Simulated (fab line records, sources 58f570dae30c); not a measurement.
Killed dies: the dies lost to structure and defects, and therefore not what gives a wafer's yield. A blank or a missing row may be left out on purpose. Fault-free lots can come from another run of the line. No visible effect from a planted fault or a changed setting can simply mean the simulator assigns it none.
The same fault as seen by 2 desks :: flow berkeleyCmos170 :: each desk has only its own numbers; what lay behind them comes last

## TOOL OWNER'S DESK, lithoTrack-03
The tool's own readings at UCB170_V2_SOFTBAKE_08 (time 60 s): means of the sampled wafers that have a number, for each lot that ran on this tool. Any lot whose mean is over 4 standard deviations away from the usual mean is out of limits and marked OUT; that distance is given in the brackets.
Columns: A = heaterPowerTotalW at UCB170_V2_SOFTBAKE_08, usual 56.80 W; B = runLengthS at UCB170_V2_SOFTBAKE_08, usual 89.09 s
lot: L627
first seen here: day 8 16:37
A: 56.85
B: 88.87

lot: L628
first seen here: day 8 23:40
A: 56.83
B: 89.04

lot: L632
first seen here: day 9 19:54
A: 56.79
B: 88.94

lot: L637
first seen here: day 10 22:08
A: 59.44 (+53) OUT
B: 79.85 (-49) OUT

lot: L639
first seen here: day 11 15:11
A: 59.47 (+53) OUT
B: 79.95 (-48) OUT
This desk's verdict: out of limits on L637, L639, starting with L637 at day 10 22:08 (heaterPowerTotalW at UCB170_V2_SOFTBAKE_08). L627, L628, L632 stayed within limits.

## METROLOGY DESK
Lot by lot, what the gauges showed, no matter which tool ran the lot: averages of those sampled wafers that carry a number. Any lot whose mean is over 4 standard deviations away from the usual mean is out of limits and marked OUT; that distance is given in the brackets.
Columns: A = cdNm at UCB170_V1_CD_MEAS_90, usual 700.2 nm; B = M2_AL_RS at UCB170_M2_RS_MEAS_02, usual 0.0322 ohm/sq
lot: L627
first seen here: day 8 11:37
A: 700.5
B: 0.0329

lot: L626
first seen here: day 8 18:15
A: 700.8
B: 0.0320

lot: L628
first seen here: day 8 18:22
A: 699.9
B: 0.0323

lot: L629
first seen here: day 9 13:47
A: 701.3
B: 0.0322

lot: L632
first seen here: day 9 15:07
A: 700.2
B: 0.0319

lot: L635
first seen here: day 10 15:17
A: 699.3
B: 0.0328

lot: L637
first seen here: day 10 17:12
A: 700.1
B: 0.0321

lot: L639
first seen here: day 11 10:15
A: 698.9
B: 0.0317

lot: L641
first seen here: day 11 11:55
A: 698.9
B: 0.0327

lot: L644
first seen here: day 13 12:08
A: 702.3
B: 0.0322

lot: L643
first seen here: day 13 13:11
A: 700.5
B: 0.0322

lot: L647
first seen here: day 13 14:51
A: 699.1
B: 0.0329

lot: L649
first seen here: day 14 02:24
A: 699.5
B: 0.0322

lot: L648
first seen here: day 14 04:02
A: 699.3
B: 0.0324
Result from this desk: across the 14 lots, nothing is out of limits.

## TAKEN TOGETHER
At day 10 22:08, on L637, L639, the tool owner's desk was in a position to raise an alarm.
Metrology desk: nothing out of limits seen.
The metrology desk holds a record of L637, L639, inside its limits.
UCB170_V2_SOFTBAKE_08 was run on lithoTrack-03 by each of the lots named.

## WHAT THE SIMULATOR HAD INSERTED
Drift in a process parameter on lithoTrack-03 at UCB170_V2_SOFTBAKE_08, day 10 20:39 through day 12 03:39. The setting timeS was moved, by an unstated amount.
Struck lots among those shown: L637, L639.
Hours from the fault's start to each desk's first reading out of limits: the tool owner's desk, 1.
